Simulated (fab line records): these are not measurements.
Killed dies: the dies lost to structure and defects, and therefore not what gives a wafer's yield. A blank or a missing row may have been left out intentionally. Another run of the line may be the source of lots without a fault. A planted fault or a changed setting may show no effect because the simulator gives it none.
Check of tool commonality    flow rit cmos    14 lots, 42 wafers sampled

== WHAT PROMPTED THE OPENING ==
Of 14 lots, 2 have the reading PWELL_TW flagged at RIT_PWELL_TW_MEAS_10. Wafers without a fault read 961, standard deviation 4.9.
Rule: a lot is flagged when every wafer of it that has a number lies more than 4 standard deviations from that mean, or none has a number. The other lots count as sound.

lot   measured     on             PWELL_TW, wafer by wafer  flag
L407  day 1 22:33  film metro-04  953 960 953               
L408  day 2 04:44  film metro-01  959 962 957               
L410  day 2 13:46  film metro-01  957 964 958               
L411  day 2 18:29  film metro-03  962 956 971               
L413  day 3 04:57  film metro-01  962 963 962               
L414  day 3 09:26  film metro-01  966 974 968               
L416  day 3 19:53  film metro-03  968 965 966               
L417  day 4 01:28  film metro-04  954 954 957               
L422  day 5 02:13  film metro-03  2031 2028 2022            FLAGGED
L423  day 5 08:08  film metro-01  2023 2021 2031            FLAGGED
L427  day 6 02:39  film metro-04  964 961 958               
L428  day 6 09:00  film metro-04  959 962 965               
L429  day 6 13:53  film metro-01  969 968 968               
L430  day 6 19:06  film metro-04  958 962 966               
Averaged over the flagged lots the numbers come to 2026, +1065 from the usual (+99 or more standard deviations).

== EACH LOT AND THE TOOL IT RAN ON ==
The record holds 1 process step before the reading, out of a route of 202 steps. Each cell gives the tool, then ch followed by the chambers the sampled wafers passed through, then the start.
lot   flag     RIT_NWELL_COAT_01
L407           litho track-02 ch 0, day 1 19:25
L408           litho track-02 ch 0, day 2 01:53
L410           litho track-02 ch 0, day 2 10:41
L411           litho track-03 ch 0, day 2 15:38
L413           litho track-02 ch 0, day 3 01:56
L414           litho track-02 ch 0, day 3 06:32
L416           litho track-04 ch 0, day 3 16:58
L417           litho track-02 ch 0, day 3 22:26
L422  FLAGGED  litho track-04 ch 0, day 4 23:06
L423  FLAGGED  litho track-04 ch 0, day 5 05:06
L427           litho track-02 ch 0, day 5 23:29
L428           litho track-03 ch 0, day 6 05:57
L429           litho track-03 ch 0, day 6 10:52
L430           litho track-03 ch 0, day 6 16:07
What is done by these steps:
- RIT_NWELL_COAT_01: resist thk 1300 nm.
- RIT_PWELL_TW_MEAS_10

== FLAGGED OVER TOTAL, TOOL BY TOOL (the gauges that took the reading come last) ==
step                  tool            lots run  flagged  share of the flagged lots  sound lots run after its first flagged lot
RIT_NWELL_COAT_01     litho track-02  7         0        none                       -
RIT_NWELL_COAT_01     litho track-03  4         0        none                       -
RIT_NWELL_COAT_01     litho track-04  3         2        all                        0
RIT_PWELL_TW_MEAS_10  film metro-01   6         1        some                       1 (L429)
RIT_PWELL_TW_MEAS_10  film metro-03   3         1        some                       0
RIT_PWELL_TW_MEAS_10  film metro-04   5         0        none                       -

== THE TABLE: WHAT IT ALLOWS ==
All flagged lots share 1 row of the table, namely litho track-04 at RIT_NWELL_COAT_01.
- litho track-04 at RIT_NWELL_COAT_01: 2 of its 3 lots flagged. Last sound lot L416 at day 3 16:58, first flagged lot L422 at day 4 23:06; a fault beginning in between fits.
What remains is a single tool, litho track-04 at RIT_NWELL_COAT_01.

== WHAT THE SIMULATOR HAD PUT IN ==
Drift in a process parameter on litho track-04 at RIT_NWELL_COAT_01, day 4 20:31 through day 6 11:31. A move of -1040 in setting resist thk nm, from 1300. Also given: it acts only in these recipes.
Struck lots among those shown: L422, L423. The rule above reached the same finding.
